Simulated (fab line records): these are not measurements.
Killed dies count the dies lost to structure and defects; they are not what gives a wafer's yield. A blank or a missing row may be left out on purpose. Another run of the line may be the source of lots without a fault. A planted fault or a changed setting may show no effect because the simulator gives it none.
Split-lot trial :: flow ritCmos :: 5 lots, 23 wafers read, on a route of 202 steps

ABOUT THE SPLIT
At RIT_PWELL_COAT_01 (resist thk 1300 nm), the setting resistThkNm was moved away from the recipe's 1300 nm on 8 of the 23 wafers read, by +2.7% to +5.8%. This setting was run at the recipe's value on the other wafers.

FROM THE SPLIT TO THE READING: what the file shows between them, 3 steps
- RIT_PWELL_SOFTBAKE_02: time 60 s
- RIT_PWELL_EXPOSE_03: exposes mask M3, target cd 43700 nm
- RIT_PWELL_DEVELOP_05: develop time 68 s

THE READING
NOVOLAK_of_PWELL_COAT_01.thkNm (the simulator's own value, which no gauge read), in nm, at RIT_PWELL_HARDBAKE_07 (time 120 s). No usual value for it is given in the file. Here, 15 wafers ran the recipe; their average is 1140 nm with a standard deviation of 3.6 nm.

wafer: L076.1
tool, chamber at the split: lithoTrack-04, 0
resistThkNm as run, nm: 1300
against the recipe: recipe
NOVOLAK_of_PWELL_COAT_01.thkNm, nm: 1137
against lot-mates on the recipe: -

wafer: L076.2
tool, chamber at the split: lithoTrack-04, 0
resistThkNm as run, nm: 1300
against the recipe: recipe
NOVOLAK_of_PWELL_COAT_01.thkNm, nm: 1135
against lot-mates on the recipe: -

wafer: L076.4
tool, chamber at the split: lithoTrack-04, 0
resistThkNm as run, nm: 1300
against the recipe: recipe
NOVOLAK_of_PWELL_COAT_01.thkNm, nm: 1141
against lot-mates on the recipe: -

wafer: L076.5
tool, chamber at the split: lithoTrack-04, 0
resistThkNm as run, nm: 1300
against the recipe: recipe
NOVOLAK_of_PWELL_COAT_01.thkNm, nm: 1138
against lot-mates on the recipe: -

wafer: L076.6
tool, chamber at the split: lithoTrack-04, 0
resistThkNm as run, nm: 1300
against the recipe: recipe
NOVOLAK_of_PWELL_COAT_01.thkNm, nm: 1140
against lot-mates on the recipe: -

wafer: L077.2
tool, chamber at the split: lithoTrack-04, 0
resistThkNm as run, nm: 1300
against the recipe: recipe
NOVOLAK_of_PWELL_COAT_01.thkNm, nm: 1135
against lot-mates on the recipe: -

wafer: L077.5
tool, chamber at the split: lithoTrack-04, 0
resistThkNm as run, nm: 1300
against the recipe: recipe
NOVOLAK_of_PWELL_COAT_01.thkNm, nm: 1135
against lot-mates on the recipe: -

wafer: L077.3
tool, chamber at the split: lithoTrack-04, 0
resistThkNm as run, nm: 1364
against the recipe: +4.9%
NOVOLAK_of_PWELL_COAT_01.thkNm, nm: 1192
against lot-mates on the recipe: +57

wafer: L077.4
tool, chamber at the split: lithoTrack-04, 0
resistThkNm as run, nm: 1364
against the recipe: +4.9%
NOVOLAK_of_PWELL_COAT_01.thkNm, nm: 1191
against lot-mates on the recipe: +56

wafer: L077.6
tool, chamber at the split: lithoTrack-04, 0
resistThkNm as run, nm: 1364
against the recipe: +4.9%
NOVOLAK_of_PWELL_COAT_01.thkNm, nm: 1191
against lot-mates on the recipe: +56

wafer: L081.3
tool, chamber at the split: lithoTrack-01, 0
resistThkNm as run, nm: 1300
against the recipe: recipe
NOVOLAK_of_PWELL_COAT_01.thkNm, nm: 1138
against lot-mates on the recipe: -

wafer: L081.4
tool, chamber at the split: lithoTrack-01, 0
resistThkNm as run, nm: 1300
against the recipe: recipe
NOVOLAK_of_PWELL_COAT_01.thkNm, nm: 1139
against lot-mates on the recipe: -

wafer: L081.5
tool, chamber at the split: lithoTrack-01, 0
resistThkNm as run, nm: 1300
against the recipe: recipe
NOVOLAK_of_PWELL_COAT_01.thkNm, nm: 1141
against lot-mates on the recipe: -

wafer: L082.1
tool, chamber at the split: lithoTrack-03, 0
resistThkNm as run, nm: 1335
against the recipe: +2.7%
NOVOLAK_of_PWELL_COAT_01.thkNm, nm: 1170
against lot-mates on the recipe: +29

wafer: L082.2
tool, chamber at the split: lithoTrack-03, 0
resistThkNm as run, nm: 1335
against the recipe: +2.7%
NOVOLAK_of_PWELL_COAT_01.thkNm, nm: 1169
against lot-mates on the recipe: +28

wafer: L082.6
tool, chamber at the split: lithoTrack-03, 0
resistThkNm as run, nm: 1335
against the recipe: +2.7%
NOVOLAK_of_PWELL_COAT_01.thkNm, nm: 1169
against lot-mates on the recipe: +28

wafer: L082.3
tool, chamber at the split: lithoTrack-03, 0
resistThkNm as run, nm: 1300
against the recipe: recipe
NOVOLAK_of_PWELL_COAT_01.thkNm, nm: 1142
against lot-mates on the recipe: -

wafer: L082.5
tool, chamber at the split: lithoTrack-03, 0
resistThkNm as run, nm: 1300
against the recipe: recipe
NOVOLAK_of_PWELL_COAT_01.thkNm, nm: 1140
against lot-mates on the recipe: -

wafer: L083.1
tool, chamber at the split: lithoTrack-03, 0
resistThkNm as run, nm: 1375
against the recipe: +5.8%
NOVOLAK_of_PWELL_COAT_01.thkNm, nm: 1208
against lot-mates on the recipe: +63

wafer: L083.6
tool, chamber at the split: lithoTrack-03, 0
resistThkNm as run, nm: 1375
against the recipe: +5.8%
NOVOLAK_of_PWELL_COAT_01.thkNm, nm: 1208
against lot-mates on the recipe: +63

wafer: L083.2
tool, chamber at the split: lithoTrack-03, 0
resistThkNm as run, nm: 1300
against the recipe: recipe
NOVOLAK_of_PWELL_COAT_01.thkNm, nm: 1142
against lot-mates on the recipe: -

wafer: L083.3
tool, chamber at the split: lithoTrack-03, 0
resistThkNm as run, nm: 1300
against the recipe: recipe
NOVOLAK_of_PWELL_COAT_01.thkNm, nm: 1148
against lot-mates on the recipe: -

wafer: L083.5
tool, chamber at the split: lithoTrack-03, 0
resistThkNm as run, nm: 1300
against the recipe: recipe
NOVOLAK_of_PWELL_COAT_01.thkNm, nm: 1145
against lot-mates on the recipe: -

FIT RESULTS
A straight line over all 23 wafers: NOVOLAK_of_PWELL_COAT_01.thkNm changes by +11.1 nm for each +1% of resistThkNm; r = +0.99; the points scatter about the line by 3.5 nm.
The same after taking each lot's own level away (the mean of its wafers on the recipe; 23 wafers): +11.1 nm for each +1%; r = +1.00; scatter 1.8 nm.
Per that fit: largest resistThkNm move, reading shift of 64 nm.
The lots' own levels span 1135.0 to 1145.0 nm, that is 2.8 times the standard deviation above.
The two slopes are in agreement: the lot-to-lot level therefore moves the slope only a little.
Check: +64.4 nm against its lot-mates is what the line predicts for one of the wafers moved furthest among these (+5.8%) when that wafer is left out of the fit. Against them it came out at +63 nm.

FURTHER SPLITS ON THESE WAFERS
Before the reading, these wafers also passed through other splits. Each is held against what the fit with the lots' levels taken away leaves over:
other split on the same wafers: RIT_ACTIVE_COAT_06 resistThkNm
wafers away from the commonest value: 9
r with NOVOLAK_of_PWELL_COAT_01.thkNm (lot level and that fit taken away): -0.20

other split on the same wafers: RIT_ACTIVE_SOFTBAKE_07 tempC
wafers away from the commonest value: 9
r with NOVOLAK_of_PWELL_COAT_01.thkNm (lot level and that fit taken away): -0.03

other split on the same wafers: RIT_ACTIVE_ETCH_13 overEtchFrac
wafers away from the commonest value: 4
r with NOVOLAK_of_PWELL_COAT_01.thkNm (lot level and that fit taken away): -0.10

other split on the same wafers: RIT_FOX1_OXIDATION_00 tempC
wafers away from the commonest value: 10
r with NOVOLAK_of_PWELL_COAT_01.thkNm (lot level and that fit taken away): -0.18

other split on the same wafers: RIT_NWELL_COAT_01 resistThkNm
wafers away from the commonest value: 7
r with NOVOLAK_of_PWELL_COAT_01.thkNm (lot level and that fit taken away): -0.05

other split on the same wafers: RIT_NWELL_IMPLANT_08 doseCm2
wafers away from the commonest value: 9
r with NOVOLAK_of_PWELL_COAT_01.thkNm (lot level and that fit taken away): -0.27

THE WHOLE CHAIN: every reading that the file lists as answering this split, in the file's order
step: RIT_PWELL_COAT_01
what it does: resist thk 1300 nm
reading: NOVOLAK_of_PWELL_COAT_01.thkNm (the simulator's own value, which no gauge read)
change (the file's fit): +12.9 nm for each +1% of the setting
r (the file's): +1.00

step: RIT_PWELL_HARDBAKE_07
what it does: time 120 s
reading: NOVOLAK_of_PWELL_COAT_01.thkNm (the simulator's own value, which no gauge read)
change (the file's fit): +11.1 nm for each +1% of the setting
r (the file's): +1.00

THE FILE'S OWN FIT
NOVOLAK_of_PWELL_COAT_01.thkNm changes by +11.1 nm for each +1% of resistThkNm, r = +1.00.
